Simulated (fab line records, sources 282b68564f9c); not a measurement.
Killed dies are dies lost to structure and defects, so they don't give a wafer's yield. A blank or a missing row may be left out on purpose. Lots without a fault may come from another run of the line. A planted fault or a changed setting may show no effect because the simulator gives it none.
Chamber matching | flow rit_cmos | RIT_SPACER_ETCHBACK_05 on rie_diel-01: 4 sister chambers
The step etches Si3N4 in SF6/CHF3, stops on SiO2, target depth 250 nm, time 240 s. 4 wafers are shown with their chamber, then 7 later ones without.

WAFERS WITH THEIR CHAMBER
wafer  | chamber | throttle_valve_pct (%)
L195.3 | 1       | 10.33
L195.4 | 3       | 10.61
L202.1 | 2       | 10.18
L202.4 | 0       | 10.20

WAFERS WITHOUT THEIR CHAMBER
wafer  | throttle_valve_pct (%)
L202.6 | 10.33
L204.1 | 10.19
L204.2 | 10.61
L204.4 | 10.16
L207.2 | 10.18
L207.3 | 10.19
L207.5 | 10.17

WHICH CHAMBER EACH WENT THROUGH
wafer  | from the rows above     | in truth
L202.6 | 1                       | 1
L204.1 | can't be placed: 0 or 2 | 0
L204.2 | 3                       | 3
L204.4 | 2                       | 2
L207.2 | 2                       | 2
L207.3 | can't be placed: 0 or 2 | 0
L207.5 | 2                       | 2
Placed correctly: 5 of 7. Can't be placed from these rows: 2 (the true chamber is among the candidates in 2). Placed wrongly: 0.
How it was worked out, from the rows above alone: a wafer's distance from a chamber is the root of the sum, over the readings, of the square of ((its reading less the chamber's mean) divided by the reading's scatter). The wafer belongs to the nearest chamber; if the next one is less than 2 further off, it can't be placed. A chamber's mean is the mean of its shown wafers. The scatter: with one shown wafer a chamber, the root of the mean of the squares of how far each hidden wafer lies from its nearest shown one.
